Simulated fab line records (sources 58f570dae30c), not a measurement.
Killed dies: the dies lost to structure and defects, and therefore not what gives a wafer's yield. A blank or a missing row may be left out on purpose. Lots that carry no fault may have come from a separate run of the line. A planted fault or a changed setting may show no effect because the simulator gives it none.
fab line records | flow berkeley_cmos170
[record] lots = 14 | wafers = 42 | last_day = 12
route steps=331 shown START@1 NWELL@16 PWELL@53 FIELD@91
lots that met no fault: taken from a fault-free run of the same line
start_h: hours from the record's opening day to when the first of the lot's shown wafers began | wait_h: hours elapsed since this lot's preceding step | " as in the row above | L1.1+2: several wafers, shown together as one row | - either no value or no given start | * or withheld: withheld | < > ~ a bound
route shown NAME@n: a module of which the file shows steps, and the number in the route of the first | usual: mean/standard deviation taken from wafers without a fault | same: alike in all rows | chamber/n: place in a boat | sites: per-site readings | _std_site: their standard deviation | _edge_site: the outer-site mean with the inner-site mean subtracted | radius_mm: for every site, how far away it sits from the centre of the wafer | mask NAME#n: copy n | behind: the last tool/chamber to shape the wafer | hold: the reason the lot was held/the length of the hold in hours/how it ended | device: transistor that didn't switch, given as n, p or np | end of line: the route-end tests of the same wafers | a step without rows: its recipe alone | killed: dies that structure and defects cost at the first sort, which is not the same as the wafer's yield | map: a wafer's dies, marking killed ones x, the rest . and places with no die _
set.NAME: the setting as run; set.NAME@STEP: as run at that earlier step | model.NAME: the simulator's own value behind a step, which no gauge read
steps of the route over a sample of lots; a table a step, a row a wafer
[[steps]]
[step UCB170_START_BOW_MEAS_00]
[recipe] mode = bow
[usual] INCOMING_BOW = 0/6.4
lot.wafer | tool          | chamber | start_h | wait_h | INCOMING_BOW[um]
L119.1    | film_metro-03 | -       | 10.00   | -      | -2
L119.2    | "             | -       | "       | "      | -6
L119.3    | "             | -       | "       | "      | 15
L120.2    | film_metro-03 | -       | 15.02   | -      | -7
L120.4    | "             | -       | "       | "      | -2
L120.6    | "             | -       | "       | "      | 5
L123.3    | film_metro-02 | -       | 30.04   | -      | -3
L123.4    | "             | -       | "       | "      | 2
L123.5    | "             | -       | "       | "      | 1
L126.3    | film_metro-03 | -       | 45.04   | -      | -7
L126.4    | "             | -       | "       | "      | -7
L126.6    | "             | -       | "       | "      | 4
L127.1    | film_metro-02 | -       | 50.00   | -      | 2
L127.5    | "             | -       | "       | "      | 3
L127.6    | "             | -       | "       | "      | -4
L128.4    | film_metro-03 | -       | 55.06   | -      | -5
L128.5    | "             | -       | "       | "      | -4
L128.6    | "             | -       | "       | "      | 3
L129.1    | film_metro-04 | -       | 60.00   | -      | -6
L129.2    | "             | -       | "       | "      | 14
L129.5    | "             | -       | "       | "      | 9
L136.2    | film_metro-02 | -       | 95.02   | -      | 11
L136.3    | "             | -       | "       | "      | -2
L136.5    | "             | -       | "       | "      | -6
L137.2    | film_metro-04 | -       | 100.02  | -      | 8
L137.4    | "             | -       | "       | "      | 0
L137.6    | "             | -       | "       | "      | 0
L138.2    | film_metro-02 | -       | 105.02  | -      | -7
L138.4    | "             | -       | "       | "      | 5
L138.6    | "             | -       | "       | "      | 7
L139.1    | film_metro-02 | -       | 110.00  | -      | 8
L139.5    | "             | -       | "       | "      | -6
L139.6    | "             | -       | "       | "      | 1
L140.1    | film_metro-03 | -       | 115.00  | -      | -2
L140.2    | "             | -       | "       | "      | 0
L140.5    | "             | -       | "       | "      | -4
L141.1    | film_metro-03 | -       | 120.00  | -      | -3
L141.2    | "             | -       | "       | "      | 8
L141.5    | "             | -       | "       | "      | -1
L142.1    | film_metro-04 | -       | 125.00  | -      | -2
L142.2    | "             | -       | "       | "      | 7
L142.4    | "             | -       | "       | "      | 4
[step UCB170_NWELL_THK_MEAS_02]
[recipe] reads = SiO2_of_NWELL_OXIDATION_01
[usual] NWELL_OXIDE_THK = 26.2/0.55
lot.wafer | tool          | chamber | start_h | wait_h | NWELL_OXIDE_THK[nm]
L119.1    | film_metro-04 | -       | 20.58   | 0.0    | 27.3
L119.2    | "             | -       | "       | "      | 27.3
L119.3    | "             | -       | "       | "      | 27.4
L120.2    | film_metro-03 | -       | 24.88   | 0.0    | 25.7
L120.4    | "             | -       | "       | "      | 26.0
L120.6    | "             | -       | "       | "      | 25.9
L123.3    | film_metro-01 | -       | 44.77   | 0.0    | 27.1
L123.4    | "             | -       | "       | "      | 27.0
L123.5    | "             | -       | "       | "      | 26.7
L126.3    | film_metro-03 | -       | 56.29   | 0.0    | 26.2
L126.4    | "             | -       | "       | "      | 25.8
L126.6    | "             | -       | "       | "      | 26.0
L127.1    | film_metro-04 | -       | 60.47   | 0.0    | 24.8
L127.5    | "             | -       | "       | "      | 25.3
L127.6    | "             | -       | "       | "      | 25.7
L128.4    | film_metro-01 | -       | 67.68   | 0.0    | 25.8
L128.5    | "             | -       | "       | "      | 26.0
L128.6    | "             | -       | "       | "      | 26.2
L129.1    | film_metro-01 | -       | 73.44   | 0.0    | 26.5
L129.2    | "             | -       | "       | "      | 26.7
L129.5    | "             | -       | "       | "      | 26.1
L136.2    | film_metro-01 | -       | 109.65  | 0.0    | 26.4
L136.3    | "             | -       | "       | "      | 26.8
L136.5    | "             | -       | "       | "      | 26.8
L137.2    | film_metro-01 | -       | 114.53  | 0.0    | 25.6
L137.4    | "             | -       | "       | "      | 26.3
L137.6    | "             | -       | "       | "      | 25.4
L138.2    | film_metro-01 | -       | 118.29  | 0.0    | 26.6
L138.4    | "             | -       | "       | "      | 26.9
L138.6    | "             | -       | "       | "      | 26.8
L139.1    | film_metro-04 | -       | 119.63  | 0.0    | 26.4
L139.5    | "             | -       | "       | "      | 26.2
L139.6    | "             | -       | "       | "      | 26.7
L140.1    | film_metro-01 | -       | 127.36  | 0.0    | 25.4
L140.2    | "             | -       | "       | "      | 26.0
L140.5    | "             | -       | "       | "      | 25.5
L141.1    | film_metro-03 | -       | 136.05  | 0.0    | 25.6
L141.2    | "             | -       | "       | "      | 25.6
L141.5    | "             | -       | "       | "      | 25.6
L142.1    | film_metro-03 | -       | 144.16  | 0.0    | 27.3
L142.2    | "             | -       | "       | "      | 27.4
L142.4    | "             | -       | "       | "      | 27.7
[step UCB170_PWELL_WET_ETCH_19]
[recipe] chemistry = H3PO4 | target = Si3N4 | temp_c = 160 | time_s = 14400
[usual] bath_guard_temp_C = 160.0/0.61 | bath_heat_duty_pct = 27/3.5
lot.wafer | tool         | chamber | start_h | wait_h | bath_guard_temp_C | bath_heat_duty_pct
L119.1    | wet_bench-02 | 1       | 50.48   | 0.6    | 160.3             | 28
L119.2    | "            | 1       | "       | "      | 160.4             | 27
L119.3    | "            | 1       | "       | "      | 160.2             | 29
L120.2    | wet_bench-03 | 1       | 55.19   | 0.1    | 160.8             | 26
L120.4    | "            | 1       | "       | "      | 160.8             | 28
L120.6    | "            | 1       | "       | "      | 160.8             | 29
L123.3    | wet_bench-02 | 1       | 65.13   | 0.2    | 160.2             | 28
L123.4    | "            | 1       | "       | "      | 160.0             | 26
L123.5    | "            | 1       | "       | "      | 160.1             | 28
L126.3    | wet_bench-02 | 2       | 85.29   | 0.4    | -                 | -
L126.4    | "            | 2       | "       | "      | -                 | -
L126.6    | "            | 2       | "       | "      | -                 | -
L127.1    | wet_bench-04 | 3       | 85.77   | 0.0    | -                 | -
L127.5    | "            | 3       | "       | "      | -                 | -
L127.6    | "            | 3       | "       | "      | -                 | -
L128.4    | wet_bench-04 | 1       | 91.89   | 0.0    | 160.8             | 24
L128.5    | "            | 1       | "       | "      | 160.5             | 24
L128.6    | "            | 1       | "       | "      | 160.4             | 24
L129.1    | wet_bench-02 | 2       | 98.90   | 0.0    | 159.2             | 32
L129.2    | "            | 2       | "       | "      | 159.5             | 31
L129.5    | "            | 2       | "       | "      | 159.7             | 29
L136.2    | wet_bench-03 | 2       | 136.20  | 0.0    | 159.5             | 24
L136.3    | "            | 2       | "       | "      | 159.7             | 26
L136.5    | "            | 2       | "       | "      | 159.5             | 25
L137.2    | wet_bench-04 | 1       | 144.95  | 0.0    | 160.2             | 23
L137.4    | "            | 1       | "       | "      | 160.1             | 24
L137.6    | "            | 1       | "       | "      | 160.3             | 24
L138.2    | wet_bench-03 | 2       | 145.16  | 0.0    | 159.4             | 25
L138.4    | "            | 2       | "       | "      | 159.3             | 25
L138.6    | "            | 2       | "       | "      | 159.6             | 26
L139.1    | wet_bench-02 | 2       | 145.27  | 0.0    | 159.3             | 31
L139.5    | "            | 2       | "       | "      | 159.1             | 34
L139.6    | "            | 2       | "       | "      | 158.9             | 30
L140.1    | wet_bench-04 | 3       | 155.36  | 0.0    | 160.0             | 27
L140.2    | "            | 3       | "       | "      | 159.9             | 28
L140.5    | "            | 3       | "       | "      | 159.9             | 31
L141.1    | wet_bench-03 | 1       | 165.50  | 0.0    | 160.7             | 28
L141.2    | "            | 1       | "       | "      | 160.7             | 28
L141.5    | "            | 1       | "       | "      | 160.8             | 28
L142.1    | wet_bench-04 | 1       | 171.60  | 0.0    | 160.5             | 25
L142.2    | "            | 1       | "       | "      | 160.2             | 23
L142.4    | "            | 1       | "       | "      | 160.5             | 24
[step UCB170_FIELD_THK_MEAS_02]
[recipe] reads = SiO2_of_FIELD_OXIDATION_01
[usual] FIELD_OXIDE_THK = 555/10
lot.wafer | tool          | chamber | start_h | wait_h | FIELD_OXIDE_THK[nm]
L119.1    | film_metro-01 | -       | 89.24   | 0.0    | 545
L119.2    | "             | -       | "       | "      | 557
L119.3    | "             | -       | "       | "      | 546
L120.2    | film_metro-02 | -       | 91.53   | 0.0    | 545
L120.4    | "             | -       | "       | "      | 554
L120.6    | "             | -       | "       | "      | 542
L123.3    | film_metro-04 | -       | 98.76   | 0.0    | 533
L123.4    | "             | -       | "       | "      | 538
L123.5    | "             | -       | "       | "      | 537
L128.4    | film_metro-01 | -       | 124.80  | 0.0    | 555
L128.5    | "             | -       | "       | "      | 555
L128.6    | "             | -       | "       | "      | 556
L129.1    | film_metro-04 | -       | 133.19  | 0.0    | 555
L129.2    | "             | -       | "       | "      | 542
L129.5    | "             | -       | "       | "      | 548
L136.2    | film_metro-04 | -       | 168.40  | 0.0    | 554
L136.3    | "             | -       | "       | "      | 552
L136.5    | "             | -       | "       | "      | 558
L139.1    | film_metro-04 | -       | 182.61  | 0.0    | 560
L139.5    | "             | -       | "       | "      | 556
L139.6    | "             | -       | "       | "      | 568
L137.2    | film_metro-02 | -       | 182.62  | 0.0    | 545
L137.4    | "             | -       | "       | "      | 542
L137.6    | "             | -       | "       | "      | 543
L138.2    | film_metro-01 | -       | 182.62  | 0.0    | 547
L138.4    | "             | -       | "       | "      | 554
L138.6    | "             | -       | "       | "      | 555
L140.1    | film_metro-01 | -       | 189.71  | 0.0    | 561
L140.2    | "             | -       | "       | "      | 560
L140.5    | "             | -       | "       | "      | 557
L141.1    | film_metro-01 | -       | 195.84  | 0.0    | 554
L141.2    | "             | -       | "       | "      | 560
L141.5    | "             | -       | "       | "      | 553
L142.1    | film_metro-04 | -       | 208.99  | 0.0    | 560
L142.2    | "             | -       | "       | "      | 558
L142.4    | "             | -       | "       | "      | 545
[[key]]
[first_sign] step = UCB170_PWELL_WET_ETCH_19 | reading = tool_record | direction = missing
effect none on later readings
met_at UCB170_PWELL_WET_ETCH_19
struck_lots L126,L127
later_rows_left_out L126.3,L126.4,L126.6,L127.1,L127.5,L127.6
sort_left_out L126.3,L126.4,L126.6,L127.1,L127.5,L127.6
tester_left_out L126,L127
not_acting_at UCB170_START_BOW_MEAS_00,UCB170_NWELL_THK_MEAS_02,UCB170_FIELD_THK_MEAS_02
onset_between 65.13 85.29
[fault] kind = skipped_step_whole | tool = wet_bench-02,wet_bench-04 | chamber = - | onset_h = 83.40 | steps = UCB170_PWELL_WET_ETCH_19 | scope = struck_lots_only
// tester_left_out: of these lots the tester's yield and bins aren't shown, on N5 and GAA mostly nor the transistor test; their killed dies are dies lost to structure and defects alone, not to doping, threshold or leakage, so they don't give the yield
// sort_left_out: the simulated sort isn't trusted on such a fault, so these wafers' sort isn't shown, and their yield isn't known
// later_rows_left_out: the simulator's readings of these wafers behind a module that went badly wrong aren't trusted and aren't shown, but for the sort
